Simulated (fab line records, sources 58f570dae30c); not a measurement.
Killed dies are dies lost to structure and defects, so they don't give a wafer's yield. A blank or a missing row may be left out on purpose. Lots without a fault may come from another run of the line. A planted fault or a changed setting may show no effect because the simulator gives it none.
Which tool did it? | flow berkeley_cmos170 | 14 lots, 42 wafers sampled, at 6 steps of a route of 331

WHAT THE GAUGES READ, wafer by wafer
UCB170_M1_RS_MEAS_01: measures by four-point-probe. Usual: M1_AL_RS 0.0486 ohm/sq, standard deviation 0.00048.
lot  | measured     | on            | M1_AL_RS (ohm/sq)    | flag
L993 | day 8 17:39  | film_metro-02 | 0.0481 0.0478 0.0483 |
L995 | day 8 19:19  | film_metro-01 | 0.0490 0.0490 0.0484 |
L994 | day 8 19:17  | film_metro-02 | 0.0492 0.0493 0.0487 |
L996 | day 9 01:48  | film_metro-04 | 0.0480 0.0482 0.0480 |
L997 | day 9 01:26  | film_metro-01 | 0.0487 0.0485 0.0487 |
L998 | day 9 09:31  | film_metro-02 | 0.0489 0.0493 0.0489 |
L999 | day 9 18:56  | film_metro-02 | 0.0476 0.0482 0.0479 |
L108 | day 11 00:10 | film_metro-02 | 0.0489 0.0402 0.0483 | OFF
L106 | day 11 02:40 | film_metro-02 | 0.0482 0.0397 0.0484 | OFF
L109 | day 11 14:34 | film_metro-01 | 0.0489 0.0490 0.0488 |
L111 | day 11 14:20 | film_metro-02 | 0.0485 0.0485 0.0485 |
L112 | day 12 13:44 | film_metro-02 | 0.0487 0.0495 0.0493 |
L113 | day 12 12:02 | film_metro-02 | 0.0483 0.0485 0.0486 |
L114 | day 12 11:16 | film_metro-01 | 0.0480 0.0491 0.0486 |

UCB170_M1_THK_MEAS_02: measures by xrf. Usual: M1_AL_THK 583 nm, standard deviation 5.7.
lot  | measured     | on            | M1_AL_THK (nm) | flag
L993 | day 8 17:44  | film_metro-02 | 585 590 581    |
L995 | day 8 19:25  | film_metro-01 | 579 579 586    |
L994 | day 8 19:22  | film_metro-02 | 574 570 578    |
L996 | day 9 01:55  | film_metro-04 | 591 589 594    |
L997 | day 9 01:32  | film_metro-01 | 583 586 583    |
L998 | day 9 09:37  | film_metro-02 | 579 576 578    |
L999 | day 9 19:03  | film_metro-02 | 596 586 589    |
L108 | day 11 00:16 | film_metro-02 | 577 700 585    | OFF
L106 | day 11 02:47 | film_metro-02 | 586 708 579    | OFF
L109 | day 11 14:41 | film_metro-01 | 579 582 582    |
L111 | day 11 14:28 | film_metro-02 | 585 579 585    |
L112 | day 12 13:52 | film_metro-02 | 578 573 577    |
L113 | day 12 12:10 | film_metro-02 | 588 587 584    |
L114 | day 12 11:23 | film_metro-01 | 589 581 582    |

WHICH TOOL RAN EACH LOT (tool, then ch and the chambers of the sampled wafers, then the start)
lot  | UCB170_SPACER_ETCHBACK_03          | UCB170_CONTACT_STRIP_06              | UCB170_CONTACT_RTA_08            | UCB170_M1_SPUTTER_00
L993 | rie_diel-03 ch 0,1, day 8 03:38    | plasma_asher-03 ch 0,1, day 8 12:03  | rtp_anneal-01 ch 0, day 8 12:23  | pvd_sputter-02, day 8 17:31
L995 | rie_diel-04 ch 0,3, day 8 03:38    | plasma_asher-02 ch 0,1, day 8 13:41  | rtp_anneal-01 ch 0, day 8 16:20  | pvd_sputter-03, day 8 19:10
L994 | rie_diel-02 ch 0,1,3, day 8 03:40  | plasma_asher-04 ch 0,1, day 8 12:46  | rtp_anneal-02 ch 0, day 8 16:21  | pvd_sputter-01, day 8 19:10
L996 | rie_diel-02 ch 1,3, day 8 11:07    | plasma_asher-03 ch 0, day 8 23:26    | rtp_anneal-01 ch 0, day 8 23:43  | pvd_sputter-02, day 9 01:44
L997 | rie_diel-03 ch 0,1,2, day 8 11:07  | plasma_asher-02 ch 0,1, day 8 23:13  | rtp_anneal-02 ch 0, day 8 23:34  | pvd_sputter-01, day 9 01:20
L998 | rie_diel-03 ch 1,2,3, day 8 22:30  | plasma_asher-03 ch 0,1, day 9 07:11  | rtp_anneal-02 ch 0, day 9 07:28  | pvd_sputter-03, day 9 09:24
L999 | rie_diel-04 ch 0,1, day 9 04:50    | plasma_asher-04 ch 0,1, day 9 15:49  | rtp_anneal-02 ch 0, day 9 16:06  | pvd_sputter-01, day 9 18:52
L108 | rie_diel-04 ch 1,3, day 10 13:28   | plasma_asher-03 ch 0,1, day 10 22:03 | rtp_anneal-02 ch 0, day 10 22:20 | pvd_sputter-01, day 11 00:05
L106 | rie_diel-02 ch 0,3, day 10 13:32   | plasma_asher-04 ch 0,1, day 10 23:50 | rtp_anneal-01 ch 0, day 11 00:16 | pvd_sputter-01, day 11 02:35
L109 | rie_diel-03 ch 0,1,2, day 11 00:47 | plasma_asher-03 ch 0,1, day 11 11:39 | rtp_anneal-02 ch 0, day 11 11:58 | pvd_sputter-03, day 11 14:31
L111 | rie_diel-02 ch 1,2, day 11 00:47   | plasma_asher-04 ch 0,1, day 11 11:39 | rtp_anneal-01 ch 0, day 11 11:58 | pvd_sputter-02, day 11 14:17
L112 | rie_diel-04 ch 0,1,2, day 12 01:10 | plasma_asher-03 ch 0,1, day 12 10:59 | rtp_anneal-02 ch 0, day 12 11:21 | pvd_sputter-03, day 12 13:41
L113 | rie_diel-02 ch 2,3, day 12 01:10   | plasma_asher-02 ch 0,1, day 12 09:10 | rtp_anneal-01 ch 0, day 12 09:26 | pvd_sputter-02, day 12 11:59
L114 | rie_diel-03 ch 0,1,2, day 12 01:10 | plasma_asher-04 ch 0,1, day 12 08:58 | rtp_anneal-02 ch 0, day 12 09:15 | pvd_sputter-03, day 12 11:13
- UCB170_SPACER_ETCHBACK_03: etches SiO2 in CHF3/CF4/Ar, stops on Si, target depth 376 nm, time 100 s.
- UCB170_CONTACT_STRIP_06: strips in O2.
- UCB170_CONTACT_RTA_08: time 10 s.
- UCB170_M1_SPUTTER_00: material Al, target thk 600 nm, time 80 s.

WHAT THE TOOLS THEMSELVES READ (means of the sampled wafers that have a number; where no wafer has one, the mark that the record gives instead)
UCB170_SPACER_ETCHBACK_03. Usual: drypump_motor_current_A 5.8 A, standard deviation 0.32; oes_product_au 0.905 a.u., standard deviation 0.016; throttle_valve_pct 6.48 %, standard deviation 0.13.
lot  | tool        | drypump_motor_current_A (A) | oes_product_au (a.u.) | throttle_valve_pct (%) | flag
L993 | rie_diel-03 | 6.2                         | 0.911                 | 6.48                   |
L995 | rie_diel-04 | 5.8                         | 0.891                 | 6.39                   |
L994 | rie_diel-02 | 5.6                         | 0.906                 | 6.47                   |
L996 | rie_diel-02 | 5.7                         | 0.902                 | 6.63                   |
L997 | rie_diel-03 | 5.9                         | 0.910                 | 6.53                   |
L998 | rie_diel-03 | 5.8                         | 0.934                 | 6.54                   |
L999 | rie_diel-04 | 5.7                         | 0.909                 | 6.45                   |
L108 | rie_diel-04 | 5.7                         | 0.891                 | 6.36                   |
L106 | rie_diel-02 | 5.6                         | 0.915                 | 6.37                   |
L109 | rie_diel-03 | 5.9                         | 0.906                 | 6.52                   |
L111 | rie_diel-02 | 5.6                         | 0.890                 | 6.63                   |
L112 | rie_diel-04 | 5.9                         | 0.902                 | 6.47                   |
L113 | rie_diel-02 | 5.6                         | 0.910                 | 6.53                   |
L114 | rie_diel-03 | 5.9                         | 0.892                 | 6.53                   |

UCB170_CONTACT_STRIP_06. Usual: drypump_motor_current_A 5.6 A, standard deviation 0.45; oes_product_au 0.735 a.u., standard deviation 0.0046; strip_time_to_endpoint_s 21.97 s, standard deviation 0.063.
lot  | tool            | drypump_motor_current_A (A) | oes_product_au (a.u.) | strip_time_to_endpoint_s (s) | flag
L993 | plasma_asher-03 | 5.4                         | 0.735                 | 21.96                        |
L995 | plasma_asher-02 | 5.6                         | 0.738                 | 21.98                        |
L994 | plasma_asher-04 | 5.6                         | 0.734                 | 22.03                        |
L996 | plasma_asher-03 | 5.2                         | 0.731                 | 21.98                        |
L997 | plasma_asher-02 | 5.6                         | 0.741                 | 21.88                        |
L998 | plasma_asher-03 | 5.6                         | 0.736                 | 21.99                        |
L999 | plasma_asher-04 | 5.9                         | 0.737                 | 22.01                        |
L108 | plasma_asher-03 | 5.6                         | 0.738                 | 21.88                        |
L106 | plasma_asher-04 | 5.6                         | 0.736                 | 21.95                        |
L109 | plasma_asher-03 | 5.4                         | 0.739                 | 21.96                        |
L111 | plasma_asher-04 | 5.9                         | 0.733                 | 22.06                        |
L112 | plasma_asher-03 | 5.4                         | 0.735                 | 21.95                        |
L113 | plasma_asher-02 | 6.0                         | 0.735                 | 21.90                        |
L114 | plasma_asher-04 | 5.9                         | 0.732                 | 22.00                        |

UCB170_CONTACT_RTA_08. Usual: chamber_o2_ppm 1.999, standard deviation 0.023; lamp_power_pct 24.37 %, standard deviation 0.13; wafer_temp_C_max 904.8, standard deviation 1.1.
lot  | tool          | chamber_o2_ppm | lamp_power_pct (%) | wafer_temp_C_max | flag
L993 | rtp_anneal-01 | 1.972          | 24.53              | 903.7            |
L995 | rtp_anneal-01 | 2.019          | 24.52              | 903.4            |
L994 | rtp_anneal-02 | 1.996          | 24.26              | 906.0            |
L996 | rtp_anneal-01 | 1.973          | 24.51              | 903.5            |
L997 | rtp_anneal-02 | 2.007          | 24.26              | 904.4            |
L998 | rtp_anneal-02 | 2.024          | 24.24              | 905.3            |
L999 | rtp_anneal-02 | 2.003          | 24.24              | 904.8            |
L108 | rtp_anneal-02 | 1.993          | 24.26              | 905.0            |
L106 | rtp_anneal-01 | 2.006          | 24.51              | 904.0            |
L109 | rtp_anneal-02 | 1.983          | 24.25              | 905.6            |
L111 | rtp_anneal-01 | 1.997          | 24.52              | 904.0            |
L112 | rtp_anneal-02 | 1.977          | 24.27              | 906.4            |
L113 | rtp_anneal-01 | 2.005          | 24.51              | 903.4            |
L114 | rtp_anneal-02 | 1.982          | 24.26              | 905.6            |

UCB170_M1_SPUTTER_00. Usual: cathode_dc_power_W 6000.1 W, standard deviation 1.2; throttle_valve_pct 30.0 %, standard deviation 1.1.
lot  | tool           | cathode_dc_power_W (W) | throttle_valve_pct (%) | flag
L993 | pvd_sputter-02 | 6000.4                 | 29.4                   |
L995 | pvd_sputter-03 | 5999.7                 | 30.1                   |
L994 | pvd_sputter-01 | 6000.7                 | 32.0                   |
L996 | pvd_sputter-02 | 6001.0                 | 29.4                   |
L997 | pvd_sputter-01 | 5999.9                 | 30.2                   |
L998 | pvd_sputter-03 | 5999.9                 | 29.8                   |
L999 | pvd_sputter-01 | 5999.2                 | 30.4                   |
L108 | pvd_sputter-01 | 6413.5                 | 30.6                   | OFF
L106 | pvd_sputter-01 | 6412.1                 | 30.7                   | OFF
L109 | pvd_sputter-03 | 6000.5                 | 29.5                   |
L111 | pvd_sputter-02 | 5999.6                 | 29.9                   |
L112 | pvd_sputter-03 | 5998.6                 | 29.6                   |
L113 | pvd_sputter-02 | 5999.9                 | 29.9                   |
L114 | pvd_sputter-03 | 6001.1                 | 30.0                   |

THE ANSWER, worked out from the rows above alone
Rule: a lot is off if the mean of its wafers that have a number lies more than 3 standard deviations from the usual mean. A lot without any number at a reading at which 4 lots or more have one is off too. The other lots that the step has rows for count as sound. The gauges are gone through in route order, then the tools' own readings, and for those a lot's mean is taken as printed above. The first step at which some lot is off is used, and at that step the reading that is off furthest; a lot without a number counts as furthest.
Off: L108, L106, at UCB170_M1_RS_MEAS_01 (M1_AL_RS).
A tool fits if, at a process step before that reading, it ran every lot that is off, and no sound lot after the first of them. The gauges at UCB170_M1_RS_MEAS_01 aren't tried: what is off there is off at UCB170_M1_SPUTTER_00 too, on other tools, and a gauge's error can't cause that. One fits: pvd_sputter-01 at UCB170_M1_SPUTTER_00. Its last sound lot is L999 (day 9 18:52), its first lot that is off L108 (day 11 00:05): a fault that began between those two fits.
The tool's own readings at UCB170_M1_SPUTTER_00 bear it out: on the lots that are off they differ by more than 5 times the standard deviation of the sound lots' means. cathode_dc_power_W reads 6412.8 W there against 6000.0 W on the sound lots.

WHAT THE SIMULATOR HAD PUT IN
Process parameter drift: pvd_sputter-01, from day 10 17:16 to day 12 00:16, at UCB170_M1_SPUTTER_00. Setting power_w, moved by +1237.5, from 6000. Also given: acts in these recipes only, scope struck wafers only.
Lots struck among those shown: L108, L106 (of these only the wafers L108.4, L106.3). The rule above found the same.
